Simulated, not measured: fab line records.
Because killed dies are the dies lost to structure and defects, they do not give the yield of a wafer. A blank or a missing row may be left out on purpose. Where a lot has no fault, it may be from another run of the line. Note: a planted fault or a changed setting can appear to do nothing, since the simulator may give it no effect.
fab line records	flow rit-cmos
record lots=6	wafers=18	last-day=6
route steps=202 shown M1@185
lots with no fault: from the same line, run without faults
start-h: hours from the record's first day to the start of the lot's first wafer shown	wait-h: how many hours have passed since the lot's step before this one	" unchanged from the row above	L1.1+2: several wafers, shown together as one row	- no value present, or no start provided	* or withheld: withheld	< > ~ a bound
route shown NAME@n: names a module that has steps shown in the file, with the first one's number in the route	usual: mean/standard deviation of fault-free wafers	same: alike in all rows	chamber/n: place in a boat	sites: each site's reading	_std_site: standard deviation across them	_edge_site: outer sites' mean less inner sites'	radius-mm: for every site, how far away it sits from the centre of the wafer	mask NAME#n: copy n	behind: the most recent tool/chamber to have shaped the wafer	hold: the reason the lot was held/the length of the hold in hours/how it ended	device: the transistor (n, p or np) that didn't switch	end of line: the same wafers' tests at the end of the route	a step without rows: its recipe alone	killed: not the wafer's yield, but the dies lost to structure and defects at the first sort	map: shows each die of a wafer: x if killed, . if not, _ if none is there
set.NAME: the setting as run; set.NAME@STEP: as run at that earlier step	model.NAME: the simulator's own value behind a step, which no gauge read
lots seen at some steps along the route; tables by step, rows by wafer
services: when a tool's chamber went out of use (start-h, in hours from the record's first day, below 0 if earlier), for how many hours, and the reason
## steps
# step RIT_M1_RS_MEAS_01
# recipe thk-meas-gauge=four-point-probe	reads=Al_of_M1_SPUTTER_00
# usual M1_AL_RS=0.0729/0.0008
lot.wafer	tool	chamber	start-h	wait-h	M1_AL_RS[ohm/sq]
L837.2	film-metro-01	-	54.79	0.2	0.0717
L837.4	"	-	"	"	0.0715
L837.6	"	-	"	"	0.0720
L838.3	film-metro-02	-	59.37	0.2	0.0729
L838.5	"	-	"	"	0.0734
L838.6	"	-	"	"	0.0732
L848.2	film-metro-01	-	107.82	0.2	0.0740
L848.3	"	-	"	"	0.0742
L848.4	"	-	"	"	0.0743
L849.1	film-metro-04	-	114.73	0.1	0.0730
L849.3	"	-	"	"	0.0733
L849.6	"	-	"	"	0.0724
L852.3	film-metro-02	-	127.87	0.2	0.0730
L852.5	"	-	"	"	0.0733
L852.6	"	-	"	"	0.0732
L856.2	film-metro-02	-	148.92	0.2	0.0732
L856.3	"	-	"	"	0.0730
L856.4	"	-	"	"	0.0732
# step RIT_M1_THK_MEAS_02
# recipe thk-meas-gauge=xrf	reads=Al_of_M1_SPUTTER_00
# usual M1_AL_THK=401/4.7
lot.wafer	tool	chamber	start-h	wait-h	M1_AL_THK[nm]
L837.2	film-metro-01	-	54.90	0.1	406
L837.4	"	-	"	"	404
L837.6	"	-	"	"	403
L838.3	film-metro-02	-	59.47	0.1	403
L838.5	"	-	"	"	399
L838.6	"	-	"	"	397
L848.2	film-metro-01	-	107.93	0.1	395
L848.3	"	-	"	"	392
L848.4	"	-	"	"	392
L849.1	film-metro-04	-	114.85	0.1	400
L849.3	"	-	"	"	404
L849.6	"	-	"	"	406
L852.3	film-metro-02	-	127.97	0.1	400
L852.5	"	-	"	"	397
L852.6	"	-	"	"	399
L856.2	film-metro-02	-	149.03	0.1	400
L856.3	"	-	"	"	403
L856.4	"	-	"	"	400
# step RIT_M1_HMDS_03
# recipe prime-time-s=60	prime-temp-c=140
# step RIT_M1_COAT_04
# recipe resist=NOVOLAK	spin-rpm=2000	resist-thk-nm=1300
# step RIT_M1_SOFTBAKE_05
# recipe resist=NOVOLAK	temp-c=90	time-s=60
# step RIT_M1_EXPOSE_06
# recipe mask-id=M12	na=0.6	source-shape=conventional	sigma-outer=0.5	target-cd-nm=2600	dose-mj=250
# step RIT_M1_PEB_07
# recipe resist=NOVOLAK	temp-c=withheld	time-s=withheld
# step RIT_M1_DEVELOP_08
# recipe resist=NOVOLAK	develop-time-s=68	dev-temp-c=23
# step RIT_M1_CD_MEAS_09
# recipe target-cd-nm=2600
# usual cd-nm=2600.3/2.5
lot.wafer	tool	chamber	start-h	wait-h	cd-nm
L837.2	cd-sem-02	-	55.85	-	2601.2
L837.4	"	-	"	"	2601.9
L837.6	"	-	"	"	2601.0
L838.3	cd-sem-02	-	60.61	-	2602.2
L838.5	"	-	"	"	2600.6
L838.6	"	-	"	"	2601.9
L848.2	cd-sem-01	-	108.93	-	2601.7
L848.3	"	-	"	"	2599.4
L848.4	"	-	"	"	2603.7
L849.1	cd-sem-02	-	116.11	-	2600.7
L849.3	"	-	"	"	2600.9
L849.6	"	-	"	"	2600.6
L852.3	cd-sem-02	-	128.93	-	2597.2
L852.5	"	-	"	"	2597.5
L852.6	"	-	"	"	2598.1
L856.2	cd-sem-02	-	150.10	-	2597.6
L856.3	"	-	"	"	2597.4
L856.4	"	-	"	"	2597.3
# step RIT_M1_OVL_MEAS_10
# usual M1_OVL=-0.6/1.4
lot.wafer	tool	chamber	start-h	wait-h	M1_OVL[nm]
L837.2	overlay-01	-	55.95	0.1	1.3
L837.4	"	-	"	"	1.3
L837.6	"	-	"	"	-0.9
L838.3	overlay-01	-	60.70	0.1	2.5
L838.5	"	-	"	"	1.3
L838.6	"	-	"	"	0.4
L848.2	overlay-01	-	109.04	0.1	-1.9
L848.3	"	-	"	"	-2.7
L848.4	"	-	"	"	-0.8
L849.1	overlay-01	-	116.23	0.1	-1.4
L849.3	"	-	"	"	-2.1
L849.6	"	-	"	"	-1.4
L852.3	overlay-02	-	129.03	0.1	0.3
L852.5	"	-	"	"	1.9
L852.6	"	-	"	"	1.2
L856.2	overlay-02	-	150.21	0.1	-1.5
L856.3	"	-	"	"	-1.3
L856.4	"	-	"	"	-2.5
# step RIT_M1_HARDBAKE_11
# recipe resist=NOVOLAK	temp-c=140	time-s=120
# step RIT_M1_METAL_ETCH_12
# recipe stop-on=SiO2	chemistry=Cl2/BCl3	target=Al	time-s=165	over-etch-frac=0.5	pressure-mtorr=100	target-depth-a=6000	rf-w=250	Cl2_flow_sccm=60	bcl3-flow-sccm=50
# usual drypump-motor-current-A=6.0/0.49	oes-product-au=0.772/0.014	throttle-valve-pct=8.29/0.13
lot.wafer	tool	chamber	start-h	wait-h	drypump-motor-current-A	oes-product-au	rf-hours-counter-h	throttle-valve-pct
L837.2	rie-metal-04	1	56.23	0.2	5.4	0.764	3	8.10
L837.4	"	0	"	"	6.3	0.782	-	8.24
L837.6	"	1	"	"	5.4	0.769	-	8.11
L838.3	rie-metal-03	0	61.03	0.2	6.6	0.756	-	8.26
L838.5	"	1	"	"	5.3	0.777	-	8.41
L838.6	"	0	"	"	6.6	0.765	-	8.25
L848.2	rie-metal-01	1	109.32	0.2	6.2	0.748	36	8.53
L848.3	"	0	"	"	6.1	0.776	-	8.26
L848.4	"	1	"	"	6.2	0.749	-	8.54
L849.1	rie-metal-04	1	116.51	0.2	5.4	0.758	3	8.11
L849.3	"	1	"	"	5.4	0.758	-	8.12
L849.6	"	0	"	"	6.3	0.788	-	8.23
L852.3	rie-metal-04	1	129.35	0.2	5.4	0.764	-	8.12
L852.5	"	1	"	"	5.4	0.759	-	8.12
L852.6	"	0	"	"	6.3	0.771	-	8.23
L856.2	rie-metal-04	1	150.49	0.2	5.4	0.759	4	8.12
L856.3	"	1	"	"	5.4	0.771	-	8.10
L856.4	"	0	"	"	6.3	0.788	-	8.22
# step RIT_M1_STRIP_13
# recipe chemistry=nmp	resist=NOVOLAK	temp-c=80	time-s=600	dry=n2-spin
lot.wafer	tool	chamber	start-h	wait-h
L837.2+4+6	wet-bench-01	1	56.39	0.1
L838.3+5+6	wet-bench-03	3	61.14	0.1
L848.2+3+4	wet-bench-01	0	109.48	0.1
L849.1+3+6	wet-bench-01	1	116.67	0.1
L852.3+5+6	wet-bench-02	1	129.46	0.1
L856.2+3+4	wet-bench-02	3	150.65	0.1
# step RIT_M1_STRIP_14
# recipe chemistry=O2	time-s=180	platen-temp-c=withheld	power-w=500	pressure-mtorr=4000	o2-flow-sccm=4000
# usual drypump-motor-current-A=5.7/0.44
lot.wafer	tool	chamber	start-h	wait-h	drypump-motor-current-A	rf-hours-counter-h
L837.2	plasma-asher-01	1	56.57	0.0	6.1	42
L837.4	"	1	"	"	6.1	-
L837.6	"	0	"	"	5.4	-
L838.3	plasma-asher-02	1	61.39	0.1	4.9	-
L838.5	"	0	"	"	6.1	-
L838.6	"	1	"	"	4.9	-
L848.2	plasma-asher-02	1	109.65	0.0	4.9	30
L848.3	"	0	"	"	6.1	-
L848.4	"	1	"	"	4.9	-
L849.1	plasma-asher-01	0	116.85	0.0	5.4	49
L849.3	"	0	"	"	5.4	-
L849.6	"	1	"	"	6.2	-
L852.3	plasma-asher-02	0	129.87	0.1	6.1	-
L852.5	"	0	"	"	6.1	-
L852.6	"	1	"	"	4.9	-
L856.2	plasma-asher-02	0	150.83	0.0	6.1	35
L856.3	"	1	"	"	4.9	-
L856.4	"	0	"	"	6.1	-
# step RIT_M1_CD_MEAS_90
# recipe target-cd-nm=2600
# usual cd-nm=2599.9/2.7
lot.wafer	tool	chamber	start-h	wait-h	cd-nm
L837.2	cd-sem-01	-	56.76	0.1	2601.6
L837.4	"	-	"	"	2599.4
L837.6	"	-	"	"	2600.8
L838.3	cd-sem-01	-	61.54	0.1	2602.3
L838.5	"	-	"	"	2600.3
L838.6	"	-	"	"	2601.4
L848.2	cd-sem-02	-	109.85	0.1	2599.8
L848.3	"	-	"	"	2598.0
L848.4	"	-	"	"	2602.2
L849.1	cd-sem-02	-	117.02	0.1	2601.6
L849.3	"	-	"	"	2600.8
L849.6	"	-	"	"	2598.8
L852.3	cd-sem-02	-	130.03	0.1	2600.1
L852.5	"	-	"	"	2600.1
L852.6	"	-	"	"	2597.6
L856.2	cd-sem-01	-	151.02	0.1	2596.3
L856.3	"	-	"	"	2596.7
L856.4	"	-	"	"	2596.2
# step RIT_M1_ANNEAL_15
# recipe temp-c=450	time-s=1800	ambient=forming_gas_H2N2
# step RIT_M1_BOW_MEAS_16
# recipe mode=bow
# usual M1_BOW=17/5.8
lot.wafer	tool	chamber	start-h	wait-h	M1_BOW[um]
L837.2	film-metro-04	-	58.38	0.0	6
L837.4	"	-	"	"	19
L837.6	"	-	"	"	19
L838.3	film-metro-04	-	64.28	0.0	14
L838.5	"	-	"	"	10
L838.6	"	-	"	"	18
L848.2	film-metro-01	-	111.47	0.0	8
L848.3	"	-	"	"	23
L848.4	"	-	"	"	21
L849.1	film-metro-02	-	119.39	0.0	15
L849.3	"	-	"	"	13
L849.6	"	-	"	"	24
L852.3	film-metro-01	-	131.65	0.0	20
L852.5	"	-	"	"	18
L852.6	"	-	"	"	14
L856.2	film-metro-01	-	152.64	0.0	9
L856.3	"	-	"	"	15
L856.4	"	-	"	"	10
# step RIT_M1_PROBE_99
# usual defect-limited-yield=97.5/1.1	killed_at_M0_to_M3=0.0/0.083	killed-at-contacts=0.1/0.32	killed-at-front-end=7/3	killed-dies=7/3	killed-open=3.4/2.2	killed-short=3.3/1.8	sort_bin_3_pad_short=0.2/0.25	sort_bin_5_function=1.5/0.79	sort_bin_6_memory=0.9/0.65	sort-n-pass=257/3	sort-yield-pct=97.5/1.1
# same gross-dies=264	killed_at_M4_up=0	killed-at-back-side=0	killed-at-other=0
lot.wafer	tool	chamber	start-h	wait-h	hold	defect-limited-yield[%]	killed_at_M0_to_M3	killed-at-contacts	killed-at-front-end	killed-dies	killed-open	killed-short	sort_bin_3_pad_short[%]	sort_bin_5_function[%]	sort_bin_6_memory[%]	sort-n-pass	sort-yield-pct[%]	model.etest.tester.sort-n-pass	model.etest.tester.sort-yield-pct	model.etest.tester.sort_bin_5_pct	model.etest.tester.sort_bin_6_pct	model.etest.tester.sort_bin_3_pct
L837.2	prober-01	-	58.53	0.1	-	98.1	0	0	5	5	3	2	0	0.8	1.1	259	98.1	259	98.11	0.7576	1.136	0
L837.4	prober-01	-	58.63	0.2	-	98.1	0	0	5	5	3	2	0.4	0.4	1.1	259	98.1	259	98.11	0.3788	1.136	0.3788
L837.6	prober-01	-	58.73	0.2	-	97.7	0	0	6	6	3	3	0	1.5	0.8	258	97.7	258	97.73	1.515	0.7576	0
L838.3	prober-02	-	64.46	0.2	-	97.7	0	0	6	6	3	3	0.4	1.1	0.8	258	97.7	258	97.73	1.136	0.7576	0.3788
L838.5	prober-02	-	64.56	0.2	-	98.5	0	0	4	4	1	3	0.4	0.8	0.4	260	98.5	260	98.48	0.7576	0.3788	0.3788
L838.6	prober-02	-	64.61	0.2	-	97.3	0	0	7	7	3	4	0.4	2.3	0	257	97.3	257	97.35	2.273	0	0.3788
L848.2	prober-02	-	111.62	0.1	await-dispo/2.1h/release	88.6	27	0	3	30	0	3	1.1	7.6	2.7	234	88.6	234	88.64	7.576	2.652	1.136
L848.3	prober-02	-	111.67	0.2	await-dispo/2.1h/release	88.6	24	0	6	30	4	2	1.5	6.4	3.4	234	88.6	234	88.64	6.439	3.409	1.515
L848.4	prober-02	-	111.72	0.2	await-dispo/2.1h/release	89.8	24	0	3	27	1	2	0.8	7.6	1.9	237	89.8	237	89.77	7.576	1.894	0.7576
L849.1	prober-01	-	119.51	0.1	await-dispo/5.4h/release	87.1	26	0	8	34	6	2	1.1	8.7	3.0	230	87.1	230	87.12	8.712	3.03	1.136
L849.3	prober-01	-	119.61	0.2	await-dispo/5.4h/release	87.1	25	0	9	34	6	3	1.1	9.8	1.9	230	87.1	230	87.12	9.848	1.894	1.136
L849.6	prober-01	-	119.76	0.2	await-dispo/5.4h/release	87.5	26	0	7	33	2	5	1.1	9.8	1.5	231	87.5	231	87.5	9.848	1.515	1.136
L852.3	prober-02	-	131.83	0.2	-	98.9	0	0	3	3	2	1	0	1.1	0	261	98.9	261	98.86	1.136	0	0
L852.5	prober-02	-	131.93	0.2	-	97.3	0	0	7	7	4	3	0.4	0.8	1.5	257	97.3	257	97.35	0.7576	1.515	0.3788
L852.6	prober-02	-	131.98	0.2	-	98.5	0	0	4	4	3	1	0	1.1	0.4	260	98.5	260	98.48	1.136	0.3788	0
L856.2	prober-02	-	152.79	0.1	-	97.7	0	0	6	6	3	3	0.4	1.1	0.8	258	97.7	258	97.73	1.136	0.7576	0.3788
L856.3	prober-02	-	152.84	0.2	-	97.7	0	0	6	6	4	2	0	1.5	0.8	258	97.7	258	97.73	1.515	0.7576	0
L856.4	prober-02	-	152.89	0.2	-	97.0	0	1	7	8	5	3	0	2.7	0.4	256	97.0	256	96.97	2.652	0.3788	0
# killed by level:class
L837.2 FOX1:geometric-particle:short=1 GATE:geometric-particle:short=1 GATE:geometric-particle:open=1 REOX:geometric-particle:open=1 SPACER:geometric-particle:open=1
L837.4 FOX1:geometric-particle:open=1 REOX:geometric-particle:short=1 REOX:geometric-particle:open=1 SPACER:geometric-particle:short=1 SILICIDE:geometric-particle:open=1
L837.6 FOX1:geometric-particle:open=2 FOX1:geometric-particle:short=1 FOX2:geometric-particle:open=1 GATE:geometric-particle:short=1 REOX:geometric-particle:short=1
L838.3 GATE:geometric-particle:short=2 SPACER:geometric-particle:open=2 GATE:geometric-particle:open=1 SILICIDE:geometric-particle:short=1
L838.5 FOX1:geometric-particle:short=1 GATE:geometric-particle:short=1 REOX:geometric-particle:open=1 SILICIDE:geometric-particle:short=1
L838.6 GATE:geometric-particle:short=2 FOX1:geometric-particle:open=1 REOX:geometric-particle:open=1 SPACER:geometric-particle:open=1 SPACER:geometric-particle:short=1 SILICIDE:geometric-particle:short=1
L848.2 M1:unspecified=27 GATE:geometric-particle:short=1 REOX:geometric-particle:short=1 SPACER:geometric-particle:short=1
L848.3 M1:unspecified=24 GATE:geometric-particle:open=2 FOX1:geometric-particle:open=1 FOX1:geometric-particle:short=1 FOX2:geometric-particle:short=1 REOX:geometric-particle:open=1
L848.4 M1:unspecified=24 GATE:geometric-particle:short=2 SPACER:geometric-particle:open=1
L849.1 M1:unspecified=26 FOX2:geometric-particle:open=3 GATE:geometric-particle:open=2 GATE:geometric-particle:short=2 FOX1:geometric-particle:open=1
L849.3 M1:unspecified=25 FOX2:geometric-particle:open=2 SILICIDE:geometric-particle:open=2 FOX1:geometric-particle:short=1 FOX2:geometric-particle:short=1 GATE:geometric-particle:open=1 GATE:geometric-particle:short=1 SPACER:geometric-particle:open=1
L849.6 M1:unspecified=26 GATE:geometric-particle:short=4 REOX:geometric-particle:short=1 GATE:geometric-particle:open=1 SILICIDE:geometric-particle:open=1
L852.3 GATE:geometric-particle:open=1 SPACER:geometric-particle:short=1 SILICIDE:geometric-particle:open=1
L852.5 REOX:geometric-particle:open=2 FOX1:geometric-particle:short=1 FOX1:geometric-particle:open=1 FOX2:geometric-particle:short=1 SPACER:geometric-particle:open=1 SPACER:geometric-particle:short=1
L852.6 GATE:geometric-particle:open=2 GATE:geometric-particle:short=1 REOX:geometric-particle:open=1
L856.2 FOX2:geometric-particle:open=2 FOX2:geometric-particle:short=1 GATE:geometric-particle:short=1 REOX:geometric-particle:open=1 SPACER:geometric-particle:short=1
L856.3 GATE:geometric-particle:open=3 FOX2:geometric-particle:short=1 GATE:geometric-particle:short=1 SILICIDE:geometric-particle:open=1
L856.4 FOX1:geometric-particle:open=1 FOX2:geometric-particle:open=1 FOX2:geometric-particle:short=1 REOX:geometric-particle:short=1 SPACER:geometric-particle:short=1 SPACER:geometric-particle:open=1 SILICIDE:geometric-particle:open=1 CONTACT:geometric-particle:open=1
# map L848.2 (x killed, . not)
________......._______
_____.............____
____..........x....___
___...............xx__
__..............xxxx._
__.............xxxxxx_
_x..x...........xxxxxx
_...............xxxxx.
_................xxxx.
_.....................
__..................._
__..................._
___.................__
____...............___
_____.............____
________......._______
# map L849.1 (x killed, . not)
________......._______
_____.............____
____...............___
___x....x.....x.....__
__......x............_
__.....x.x..........._
_....xxxxxxx.........x
_.x.xxxxxxx...........
_....xxxxxx...........
_......xxxx...........
__..................._
__..................._
___.................__
____....x..........___
_____.............____
________x......_______
## services
tool	chamber	start-h	hours	kind
wet-bench-03	-	34.69	1.0	repair
rie-metal-04	-	48.68	2.3	repair
rie-metal-01	1	53.48	4.3	repair
wet-bench-02	-	60.44	1.3	repair
wet-bench-02	-	86.55	1.9	pm
rie-metal-01	0	95.27	11.7	repair
rie-metal-04	-	125.03	1.4	pm
rie-metal-01	-	136.12	20.0	pm
rie-metal-01	0	136.12	20.0	vent-cycle
rie-metal-01	1	136.12	20.0	vent-cycle
plasma-asher-01	-	141.83	6.1	repair
plasma-asher-01	-	142.26	2.1	repair
## key
first-sign step=RIT_M1_PROBE_99	reading=killed_at_M0_to_M3	direction=up	sigmas=25	usual=0.0	struck=25.3
effect step=RIT_M1_PROBE_99	reading=sort_bin_5_function	direction=up	sigmas=8.7	usual=1.5	struck=8.3
model-effect step=RIT_M1_PROBE_99	value=etest.tester.sort-n-pass	without=257.3	struck=232.7
met-at RIT_M1_STRIP_13
struck-wafers L848.2,L848.3,L848.4,L849.1,L849.3,L849.6
onset-between 56.39 109.48
fault kind=chamber-particle-source	tool=wet-bench-01	chamber=-	onset-h=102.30	steps=RIT_M1_STRIP_13	rate-per-visit-cm2=0.51537	end-h=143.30
